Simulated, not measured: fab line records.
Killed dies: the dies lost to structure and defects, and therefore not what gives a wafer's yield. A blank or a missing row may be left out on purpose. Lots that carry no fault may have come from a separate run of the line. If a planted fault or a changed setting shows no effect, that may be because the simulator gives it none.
fab line records	flow rit-cmos
record: lots: 5	wafers: 27
route steps=202 shown ACTIVE@11 GATE@91 SPACER@125 CONTACT@175 M1@202
start-h: start of the lot's first displayed wafer, in hours after the record's first day	wait-h: how many hours have passed since the lot's step before this one	" repeats the value in the row above	L1.1+2: several wafers, shown together as one row	- value missing, or start not given	* or withheld: withheld	< > ~ a bound
route shown NAME@n: a module of which the file shows steps, and the number in the route of the first	usual: mean and standard deviation over wafers with no fault	same: alike in all rows	chamber/n: place in a boat	sites: the reading at each site	_std_site: standard deviation across them	_edge_site: the outer-site mean with the inner-site mean subtracted	radius-mm: for every site, how far away it sits from the centre of the wafer	mask NAME#n: copy n	behind: tool/chamber where the wafer was last shaped	hold: the reason the lot was held/the length of the hold in hours/how it ended	device: the transistor (n, p or np) that didn't switch	end of line: tests of these same wafers at the route's end	a step without rows: its recipe alone	killed: at the first sort, the dies lost to defects and structure; wafer yield is something else	map: the dies of a wafer, with x for killed, . for not killed, _ for no die there
set.NAME: setting as actually run; set.NAME@STEP: the setting as run at that earlier step	model.NAME: the simulator's own value behind a step, which no gauge read
one table per step and one row per wafer, for lots whose settings were changed on purpose
== steps ==
step: RIT_ACTIVE_DEVELOP_10
recipe: resist: NOVOLAK	develop-time-s: 50	dev-temp-c: 23
lot.wafer	tool	chamber	start-h	wait-h	set.develop-time-s
L076.1+2+4	litho-track-01	0	-	-	50
L076.3+5+6	"	0	"	"	41.19
L080.2+4+6	litho-track-04	0	-	-	50
L081.1+2+3	litho-track-03	0	-	-	50
L081.4+5+6	"	0	"	"	23.79
L084.1+2+3	litho-track-04	0	-	-	50
L084.4+5+6	"	0	"	"	40.45
L085.1+5+6	litho-track-03	0	-	-	50
L085.2+3+4	"	0	"	"	25.43
step: RIT_ACTIVE_CD_MEAS_11
recipe: target-cd-nm: 1400
usual: cd-nm: 1400.0/2.9
lot.wafer	tool	chamber	start-h	wait-h	set.develop-time-s@ACTIVE_DEVELOP_10	cd-nm
L076.1	cd-sem-01	-	27.06	-	50	1403.8
L076.2	"	-	"	"	50	1403.4
L076.3	"	-	"	"	41.19	1422.5
L076.4	"	-	"	"	50	1402.1
L076.5	"	-	"	"	41.19	1424.5
L076.6	"	-	"	"	41.19	1422.4
L080.2	cd-sem-02	-	44.82	-	50	1399.4
L080.4	"	-	"	"	50	1401.4
L080.6	"	-	"	"	50	1399.2
L081.1	cd-sem-02	-	49.44	-	50	1401.1
L081.2	"	-	"	"	50	1400.0
L081.3	"	-	"	"	50	1402.0
L081.4	"	-	"	"	23.79	1485.4
L081.5	"	-	"	"	23.79	1484.9
L081.6	"	-	"	"	23.79	1484.6
L084.1	cd-sem-02	-	65.55	-	50	1402.1
L084.2	"	-	"	"	50	1405.1
L084.3	"	-	"	"	50	1405.1
L084.4	"	-	"	"	40.45	1424.6
L084.5	"	-	"	"	40.45	1425.0
L084.6	"	-	"	"	40.45	1428.1
L085.1	cd-sem-01	-	69.44	-	50	1400.6
L085.2	"	-	"	"	25.43	1475.7
L085.3	"	-	"	"	25.43	1476.9
L085.4	"	-	"	"	25.43	1477.0
L085.5	"	-	"	"	50	1402.0
L085.6	"	-	"	"	50	1402.2
step: RIT_ACTIVE_HARDBAKE_12
recipe: resist: NOVOLAK	temp-c: 140	time-s: 60
step: RIT_ACTIVE_ETCH_13
recipe: stop-on: SiO2	chemistry: SF6	target: Si3N4	time-s: 210	over-etch-frac: 0.4	SF6_flow_sccm: 200	pressure-mtorr: 260	rf-w: 125	target-depth-a: 2100
lot.wafer	tool	chamber	start-h	wait-h	set.develop-time-s@ACTIVE_DEVELOP_10	model.ACTIVE.cd-nm
L076.1	rie-diel-01	3	27.43	0.1	50	1404
L076.2	"	1	"	"	50	1403
L076.3+6	"	0,3	"	"	41.19	1423
L076.4	"	2	"	"	50	1402
L076.5	"	0	"	"	41.19	1424
L080.2	rie-diel-01	0	45.07	0.1	50	1400
L080.4	"	3	"	"	50	1401
L080.6	"	3	"	"	50	1399
L081.1	rie-diel-03	2	49.71	0.1	50	-
L081.2	"	1	"	"	50	1400
L081.3	"	3	"	"	50	1402
L081.4	"	0	"	"	23.79	1486
L081.5+6	"	2,3	"	"	23.79	1485
L084.1	rie-diel-02	2	65.82	0.1	50	1402
L084.2+3	"	0,3	"	"	50	1405
L084.4+5	"	3,2	"	"	40.45	1425
L084.6	"	0	"	"	40.45	1428
L085.1	rie-diel-01	0	69.71	0.1	50	1401
L085.2	"	1	"	"	25.43	1476
L085.3+4	"	3,2	"	"	25.43	1477
L085.5+6	"	1,0	"	"	50	1402
step: RIT_ACTIVE_STRIP_14
recipe: chemistry: O2	time-s: 180	resist: NOVOLAK	platen-temp-c: withheld	power-w: 500	pressure-mtorr: 4000	o2-flow-sccm: 4000
step: RIT_ACTIVE_CD_MEAS_90
recipe: target-cd-nm: 1400
usual: cd-nm: 1400.0/2.9
lot.wafer	tool	chamber	start-h	wait-h	set.develop-time-s@ACTIVE_DEVELOP_10	cd-nm
L076.1	cd-sem-02	-	27.73	0.1	50	1404.0
L076.2	"	-	"	"	50	1403.4
L076.3	"	-	"	"	41.19	1422.3
L076.4	"	-	"	"	50	1402.1
L076.5	"	-	"	"	41.19	1424.3
L076.6	"	-	"	"	41.19	1422.6
L080.2	cd-sem-02	-	45.40	0.1	50	1399.8
L080.4	"	-	"	"	50	1401.5
L080.6	"	-	"	"	50	1399.1
L081.1	cd-sem-02	-	50.02	0.1	50	1401.2
L081.2	"	-	"	"	50	1400.3
L081.3	"	-	"	"	50	1401.4
L081.4	"	-	"	"	23.79	1485.6
L081.5	"	-	"	"	23.79	1485.1
L081.6	"	-	"	"	23.79	1484.7
L084.1	cd-sem-02	-	66.13	0.1	50	1402.3
L084.2	"	-	"	"	50	1404.8
L084.3	"	-	"	"	50	1405.6
L084.4	"	-	"	"	40.45	1424.7
L084.5	"	-	"	"	40.45	1424.9
L084.6	"	-	"	"	40.45	1428.0
L085.1	cd-sem-01	-	70.02	0.1	50	1400.9
L085.2	"	-	"	"	25.43	1475.9
L085.3	"	-	"	"	25.43	1476.4
L085.4	"	-	"	"	25.43	1477.5
L085.5	"	-	"	"	50	1401.7
L085.6	"	-	"	"	50	1402.6
step: RIT_GATE_DEVELOP_15
recipe: resist: NOVOLAK	develop-time-s: 50	dev-temp-c: 23
lot.wafer	tool	chamber	start-h	wait-h	set.develop-time-s
L076.1+4+6	litho-track-01	0	-	-	50
L076.2+3+5	"	0	"	"	21.33
L080.2+4+6	litho-track-01	0	-	-	50
L081.1+2+3+4+5+6	litho-track-02	0	-	-	50
L084.1+3+4	litho-track-02	0	-	-	50
L084.2+5+6	"	0	"	"	31.27
L085.1+2+3+4+5+6	litho-track-01	0	-	-	50
step: RIT_SPACER_CLEAN_00
recipe: chemistry: SC1	mix: 3:3:50	time-s: 600	temp-c: 75
lot.wafer	tool	chamber	start-h	wait-h	set.time-s	model.SiO2_of_REOX_OXIDATION_03.thk-nm
L076.1	-	-	-	0.1	878.6	21.11
L076.2	"	-	"	"	878.6	21.26
L076.3	"	-	"	"	878.6	21.22
L076.4	"	-	"	"	878.6	21.33
L076.5	"	-	"	"	878.6	20.97
L076.6	"	-	"	"	878.6	21.42
L080.2	wet-bench-04	2	76.33	0.0	600	21.86
L080.4	"	2	"	"	600	22.01
L080.6	"	2	"	"	600	21.97
L081.1	-	-	-	0.1	313.4	22.59
L081.2	"	-	"	"	313.4	22.52
L081.3	"	-	"	"	313.4	22.21
L081.4	"	-	"	"	313.4	22.32
L081.5	"	-	"	"	313.4	22.37
L081.6	"	-	"	"	313.4	22.85
L084.1	-	-	-	0.1	275.1	23.25
L084.2	"	-	"	"	275.1	23
L084.3	"	-	"	"	275.1	23.18
L084.4	"	-	"	"	275.1	22.85
L084.5	"	-	"	"	275.1	23.17
L084.6	"	-	"	"	275.1	22.93
L085.1	-	-	-	0.1	341.9	22.74
L085.2	"	-	"	"	341.9	22.98
L085.3	"	-	"	"	341.9	23.14
L085.4	"	-	"	"	341.9	22.97
L085.5	"	-	"	"	341.9	23.03
L085.6	"	-	"	"	341.9	22.96
step: RIT_CONTACT_DEVELOP_07
recipe: resist: NOVOLAK	develop-time-s: 120	dev-temp-c: 23
lot.wafer	tool	chamber	start-h	wait-h	set.develop-time-s
L076.1+2+5	litho-track-03	0	-	-	141.1
L076.3+4+6	"	0	"	"	120
L080.2+4+6	litho-track-04	0	-	-	120
L081.1+2+4	litho-track-03	0	-	-	153.1
L081.3+5+6	"	0	"	"	120
L084.1+4+6	litho-track-02	0	-	-	120
L084.2+3+5	"	0	"	"	76.24
L085.1+2+3+4+5+6	litho-track-02	0	-	-	120
step: RIT_CONTACT_CD_MEAS_08
recipe: target-cd-nm: 1000
usual: cd-nm: 998.9/2.1
lot.wafer	tool	chamber	start-h	wait-h	set.develop-time-s@CONTACT_DEVELOP_07	cd-nm
L076.1	cd-sem-01	-	66.69	-	141.1	1010.2
L076.2	"	-	"	"	141.1	1010.1
L076.3	"	-	"	"	120	997.9
L076.4	"	-	"	"	120	998.2
L076.5	"	-	"	"	141.1	1009.7
L076.6	"	-	"	"	120	998.5
L080.2	cd-sem-01	-	84.64	-	120	1000.4
L080.4	"	-	"	"	120	1000.2
L080.6	"	-	"	"	120	1002.3
L081.1	cd-sem-02	-	88.13	-	153.1	1018.2
L081.2	"	-	"	"	153.1	1018.3
L081.3	"	-	"	"	120	999.7
L081.4	"	-	"	"	153.1	1019.7
L081.5	"	-	"	"	120	999.3
L081.6	"	-	"	"	120	1000.0
L084.1	cd-sem-02	-	107.09	-	120	997.3
L084.2	"	-	"	"	76.24	957.7
L084.3	"	-	"	"	76.24	959.5
L084.4	"	-	"	"	120	998.3
L084.5	"	-	"	"	76.24	958.7
L084.6	"	-	"	"	120	996.9
L085.1	cd-sem-02	-	112.20	-	120	999.5
L085.2	"	-	"	"	120	1000.4
L085.3	"	-	"	"	120	999.7
L085.4	"	-	"	"	120	998.3
L085.5	"	-	"	"	120	997.9
L085.6	"	-	"	"	120	1000.7
step: RIT_CONTACT_HARDBAKE_10
recipe: resist: NOVOLAK	temp-c: 140	time-s: 60
step: RIT_CONTACT_ETCH_11
recipe: target-depth-a: 4800	over-etch-frac: 0.2	stop-on: TiSi2	chemistry: CHF3/CF4/Ar	target: SiO2	CHF3_flow_sccm: 50	cf4-flow-sccm: 10	Ar_flow_sccm: 100	O2_flow_sccm: 5	pressure-mtorr: 100	rf-w: 200	time-s: 320
lot.wafer	tool	chamber	start-h	wait-h	set.develop-time-s@CONTACT_DEVELOP_07	model.CONTACT.cd-nm
L076.1+2+5	rie-diel-03	1,0,1	67.06	0.1	141.1	1010
L076.3	"	2	"	"	120	998
L076.4	"	3	"	"	120	998.1
L076.6	"	0	"	"	120	998.6
L080.2	rie-diel-02	0	84.95	0.1	120	1001
L080.4	"	3	"	"	120	1000
L080.6	"	2	"	"	120	1002
L081.1+2	rie-diel-03	0,2	88.43	0.1	153.1	1018
L081.3	"	3	"	"	120	999.4
L081.4	"	1	"	"	153.1	1019
L081.5	"	2	"	"	120	999.1
L081.6	"	3	"	"	120	999.5
L084.1	rie-diel-03	0	107.52	0.1	120	996.8
L084.2	"	1	"	"	76.24	957.9
L084.3	"	2	"	"	76.24	959.4
L084.4	"	3	"	"	120	998.1
L084.5	"	2	"	"	76.24	958.5
L084.6	"	3	"	"	120	997
L085.1	rie-diel-02	1	112.63	0.1	120	999.1
L085.2+6	"	2,0	"	"	120	1000
L085.3	"	3	"	"	120	999.2
L085.4	"	0	"	"	120	998.3
L085.5	"	3	"	"	120	997.5
step: RIT_CONTACT_STRIP_12
recipe: chemistry: O2	time-s: 180	resist: NOVOLAK	platen-temp-c: withheld	power-w: 500	pressure-mtorr: 4000	o2-flow-sccm: 4000
step: RIT_CONTACT_CD_MEAS_90
recipe: target-cd-nm: 1000
usual: cd-nm: 998.9/2.1
lot.wafer	tool	chamber	start-h	wait-h	set.develop-time-s@CONTACT_DEVELOP_07	cd-nm
L076.1	cd-sem-01	-	67.43	0.1	141.1	1010.0
L076.2	"	-	"	"	141.1	1010.0
L076.3	"	-	"	"	120	998.2
L076.4	"	-	"	"	120	998.0
L076.5	"	-	"	"	141.1	1009.5
L076.6	"	-	"	"	120	999.0
L080.2	cd-sem-01	-	85.34	0.1	120	1000.7
L080.4	"	-	"	"	120	1000.3
L080.6	"	-	"	"	120	1002.0
L081.1	cd-sem-01	-	88.80	0.1	153.1	1017.7
L081.2	"	-	"	"	153.1	1018.1
L081.3	"	-	"	"	120	999.1
L081.4	"	-	"	"	153.1	1018.8
L081.5	"	-	"	"	120	999.0
L081.6	"	-	"	"	120	999.7
L084.1	cd-sem-02	-	107.89	0.1	120	997.1
L084.2	"	-	"	"	76.24	957.7
L084.3	"	-	"	"	76.24	959.6
L084.4	"	-	"	"	120	998.2
L084.5	"	-	"	"	76.24	958.7
L084.6	"	-	"	"	120	997.5
L085.1	cd-sem-01	-	113.00	0.1	120	999.1
L085.2	"	-	"	"	120	1000.1
L085.3	"	-	"	"	120	999.2
L085.4	"	-	"	"	120	998.6
L085.5	"	-	"	"	120	997.7
L085.6	"	-	"	"	120	999.5
step: RIT_M1_PROBE_99
usual: killed-at-contacts: 0.1/0.36	killed-at-front-end: 6.2/2.8	killed-dies: 6.3/2.9	killed-open: 3.3/2.1	killed-short: 3.0/1.7
same: gross-dies: 264	killed_at_M0_to_M3: 0	killed_at_M4_up: 0	killed-at-back-side: 0	killed-at-other: 0
lot.wafer	tool	chamber	start-h	wait-h	set.develop-time-s@ACTIVE_DEVELOP_10	set.develop-time-s@GATE_DEVELOP_15	killed-at-contacts	killed-at-front-end	killed-dies	killed-open	killed-short	model.etest.nmos_0p15.drive-ua-um	model.etest.nmos_0p15.r-on-ohm-um	model.etest.nmos_0p3.r-on-ohm-um	model.etest.nplus-sal.width-nm	model.etest.pmos_0p15.r-on-ohm-um	model.etest.pmos_0p3.r-on-ohm-um	model.etest.pmos-turned.r-on-ohm-um	model.etest.pplus-sal.width-nm
L076.1	prober-02	-	72.39	0.1	50	50	0	1	1	0	1	466.2	1099	2140	3540	2720	6241	3355	3562
L076.2	prober-02	-	72.44	0.1	50	21.33	0	264	264	2	2	211.5	2273	3261	3548	6534	1.013e+04	7176	3563
L076.3	prober-02	-	72.49	0.2	41.19	21.33	1	263	264	4	2	210.6	2243	3251	3568	6498	1e+04	7121	3579
L076.4	prober-02	-	72.54	0.2	50	50	0	3	3	3	0	477.2	1082	2103	3540	2727	6230	3337	3558
L076.5	prober-02	-	72.59	0.2	41.19	21.33	0	264	264	3	0	206.6	2298	3285	3568	6622	1.018e+04	7217	3577
L076.6	prober-02	-	72.64	0.2	41.19	50	0	3	3	1	2	470.2	1069	2100	3567	2673	6159	3317	3559
L080.2	prober-02	-	90.04	0.1	50	50	0	7	7	4	3	485.3	1082	2126	3454	2681	6238	3312	3469
L080.4	prober-02	-	90.14	0.2	50	50	0	8	8	5	3	490.1	1092	2163	3447	2683	6220	3325	3468
L080.6	prober-02	-	90.24	0.2	50	50	0	3	3	2	1	488.1	1101	2143	3472	2696	6178	3311	3462
L081.1	prober-01	-	93.29	0.1	50	50	0	3	3	1	2	469.7	1095	2116	3446	2772	6302	3422	3459
L081.2	prober-01	-	93.34	0.1	50	50	1	4	5	2	3	469.9	1097	2132	3457	2814	6391	3431	3461
L081.3	prober-01	-	93.39	0.2	50	50	0	4	4	0	4	467.6	1103	2111	3457	2800	6189	3366	3469
L081.4	prober-01	-	93.44	0.2	23.79	50	0	9	9	5	3	467	1102	2120	3566	2803	6328	3436	3545
L081.5	prober-01	-	93.49	0.2	23.79	50	0	5	5	4	1	474.6	1090	2111	3562	2767	6210	3360	3548
L081.6	prober-01	-	93.54	0.2	23.79	50	0	2	2	2	0	465.2	1089	2122	3524	2837	6310	3475	3517
L084.1	prober-02	-	112.50	0.1	50	50	0	4	4	0	4	491	1084	2075	3467	2655	6042	3208	3464
L084.2	prober-02	-	112.55	0.1	50	31.27	0	264	264	5	4	290.5	1700	2708	3474	4650	8109	5193	3470
L084.3	prober-02	-	112.60	0.2	50	50	0	7	7	3	4	496.8	1070	2079	3475	2605	6018	3207	3481
L084.4	prober-02	-	112.65	0.2	40.45	50	0	8	8	4	4	509.3	1023	2049	3469	2501	5984	3096	3471
L084.5	prober-02	-	112.70	0.2	40.45	31.27	0	264	264	6	4	291.2	1669	2640	3491	4553	7984	5135	3474
L084.6	prober-02	-	112.75	0.2	40.45	31.27	0	264	264	0	4	293.1	1639	2614	3492	4424	7825	4998	3491
L085.1	prober-01	-	117.56	0.1	50	50	0	6	6	4	2	477.3	1108	2138	3456	2603	6094	3197	3467
L085.2	prober-01	-	117.61	0.1	25.43	50	0	4	4	3	1	462.5	1112	2136	3546	2668	6200	3264	3570
L085.3	prober-01	-	117.66	0.2	25.43	50	0	10	10	4	6	464.2	1122	2155	3547	2675	6188	3265	3573
L085.4	prober-01	-	117.71	0.2	25.43	50	0	7	7	6	1	460.8	1119	2148	3553	2687	6246	3262	3555
L085.5	prober-01	-	117.76	0.2	50	50	0	2	2	0	2	461.2	1123	2157	3477	2715	6266	3280	3473
L085.6	prober-01	-	117.81	0.2	50	50	0	8	8	5	3	466.2	1135	2152	3478	2701	6289	3282	3482
killed by level:class
L076.1 SILICIDE:geometric-particle:short=1
L076.2 GATE:area-develop=260 FOX1:geometric-particle:short=1 REOX:geometric-particle:open=1 SILICIDE:geometric-particle:short=1 SILICIDE:geometric-particle:open=1
L076.3 GATE:area-develop=258 SILICIDE:geometric-particle:open=2 REOX:geometric-particle:short=1 REOX:geometric-particle:open=1 SILICIDE:geometric-particle:short=1 CONTACT:geometric-particle:open=1
L076.4 FOX1:geometric-particle:open=1 GATE:geometric-particle:open=1 SPACER:geometric-particle:open=1
L076.5 GATE:area-develop=261 GATE:geometric-particle:open=2 REOX:geometric-particle:open=1
L076.6 FOX1:geometric-particle:open=1 FOX1:geometric-particle:short=1 GATE:geometric-particle:short=1
L080.2 GATE:geometric-particle:open=2 GATE:geometric-particle:short=2 FOX2:geometric-particle:short=1 REOX:geometric-particle:open=1 SILICIDE:geometric-particle:open=1
L080.4 GATE:geometric-particle:open=3 SPACER:geometric-particle:short=3 SPACER:geometric-particle:open=2
L080.6 FOX1:geometric-particle:open=1 GATE:geometric-particle:short=1 GATE:geometric-particle:open=1
L081.1 GATE:geometric-particle:open=1 REOX:geometric-particle:short=1 SILICIDE:geometric-particle:short=1
L081.2 GATE:geometric-particle:short=2 REOX:geometric-particle:short=1 SPACER:geometric-particle:open=1 CONTACT:geometric-particle:open=1
L081.3 GATE:geometric-particle:short=2 SILICIDE:geometric-particle:short=2
L081.4 GATE:geometric-particle:open=4 SPACER:geometric-particle:short=2 GATE:geometric-particle:short=1 REOX:geometric-particle:open=1 ACTIVE:area-develop=1
L081.5 SILICIDE:geometric-particle:open=2 REOX:geometric-particle:open=1 SPACER:geometric-particle:open=1 SILICIDE:geometric-particle:short=1
L081.6 REOX:geometric-particle:open=2
L084.1 FOX1:geometric-particle:short=1 GATE:geometric-particle:short=1 REOX:geometric-particle:short=1 SPACER:geometric-particle:short=1
L084.2 GATE:area-develop=255 FOX2:geometric-particle:open=2 GATE:geometric-particle:short=2 GATE:geometric-particle:open=2 FOX1:geometric-particle:short=1 SPACER:geometric-particle:short=1 SPACER:geometric-particle:open=1
L084.3 GATE:geometric-particle:short=2 FOX1:geometric-particle:short=1 GATE:geometric-particle:open=1 REOX:geometric-particle:short=1 REOX:geometric-particle:open=1 SPACER:geometric-particle:open=1
L084.4 SPACER:geometric-particle:open=2 SILICIDE:geometric-particle:short=2 ACTIVE:geometric-particle:open=1 FOX2:geometric-particle:short=1 SPACER:geometric-particle:short=1 SILICIDE:geometric-particle:open=1
L084.5 GATE:area-develop=254 FOX1:geometric-particle:open=4 GATE:geometric-particle:open=2 SPACER:geometric-particle:short=2 FOX1:geometric-particle:short=1 REOX:geometric-particle:short=1
L084.6 GATE:area-develop=260 FOX1:geometric-particle:short=2 SPACER:geometric-particle:short=2
L085.1 FOX1:geometric-particle:open=2 GATE:geometric-particle:short=2 GATE:geometric-particle:open=1 SPACER:geometric-particle:open=1
L085.2 SILICIDE:geometric-particle:open=2 FOX1:geometric-particle:open=1 SPACER:geometric-particle:short=1
L085.3 GATE:geometric-particle:short=2 GATE:geometric-particle:open=2 SPACER:geometric-particle:short=2 ACTIVE:geometric-particle:short=1 FOX1:geometric-particle:short=1 FOX1:geometric-particle:open=1 REOX:geometric-particle:open=1
L085.4 GATE:geometric-particle:open=3 SPACER:geometric-particle:open=2 ACTIVE:geometric-particle:open=1 GATE:geometric-particle:short=1
L085.5 FOX1:geometric-particle:short=1 SPACER:geometric-particle:short=1
L085.6 REOX:geometric-particle:open=2 REOX:geometric-particle:short=2 SILICIDE:geometric-particle:open=2 GATE:geometric-particle:short=1 SPACER:geometric-particle:open=1
== key ==
split: step: RIT_ACTIVE_DEVELOP_10	setting: develop-time-s	stated: 50	by: wafer
response: step: RIT_ACTIVE_CD_MEAS_11	reading: cd-nm	change: -1.52	per: 1%	r: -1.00
response: step: RIT_ACTIVE_ETCH_13	reading: model.ACTIVE.cd-nm	change: -1.51	per: 1%	r: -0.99
response: step: RIT_ACTIVE_CD_MEAS_90	reading: cd-nm	change: -1.52	per: 1%	r: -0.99
response: step: RIT_M1_PROBE_99	reading: model.etest.pplus-sal.width-nm	change: -1.49	per: 1%	r: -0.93
response: step: RIT_M1_PROBE_99	reading: model.etest.nplus-sal.width-nm	change: -1.64	per: 1%	r: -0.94
split: step: RIT_GATE_DEVELOP_15	setting: develop-time-s	stated: 50	by: wafer
response: step: RIT_M1_PROBE_99	reading: model.etest.pmos_0p3.r-on-ohm-um	change: -63.2	per: 1%	r: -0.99
response: step: RIT_M1_PROBE_99	reading: model.etest.pmos_0p15.r-on-ohm-um	change: -62.6	per: 1%	r: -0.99
response: step: RIT_M1_PROBE_99	reading: model.etest.pmos-turned.r-on-ohm-um	change: -62.4	per: 1%	r: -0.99
response: step: RIT_M1_PROBE_99	reading: model.etest.nmos_0p15.r-on-ohm-um	change: -19.4	per: 1%	r: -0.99
response: step: RIT_M1_PROBE_99	reading: model.etest.nmos_0p3.r-on-ohm-um	change: -18.7	per: 1%	r: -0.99
response: step: RIT_M1_PROBE_99	reading: model.etest.nmos_0p15.drive-ua-um	change: +4.85	per: 1%	r: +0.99
split: step: RIT_SPACER_CLEAN_00	setting: time-s	stated: 600	by: lot
response: step: RIT_SPACER_CLEAN_00	reading: model.SiO2_of_REOX_OXIDATION_03.thk-nm	change: -0.0171	per: 1%	r: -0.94
split: step: RIT_CONTACT_DEVELOP_07	setting: develop-time-s	stated: 120	by: wafer
response: step: RIT_CONTACT_CD_MEAS_08	reading: cd-nm	change: +0.897	per: 1%	r: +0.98
response: step: RIT_CONTACT_ETCH_11	reading: model.CONTACT.cd-nm	change: +0.892	per: 1%	r: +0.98
response: step: RIT_CONTACT_CD_MEAS_90	reading: cd-nm	change: +0.893	per: 1%	r: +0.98
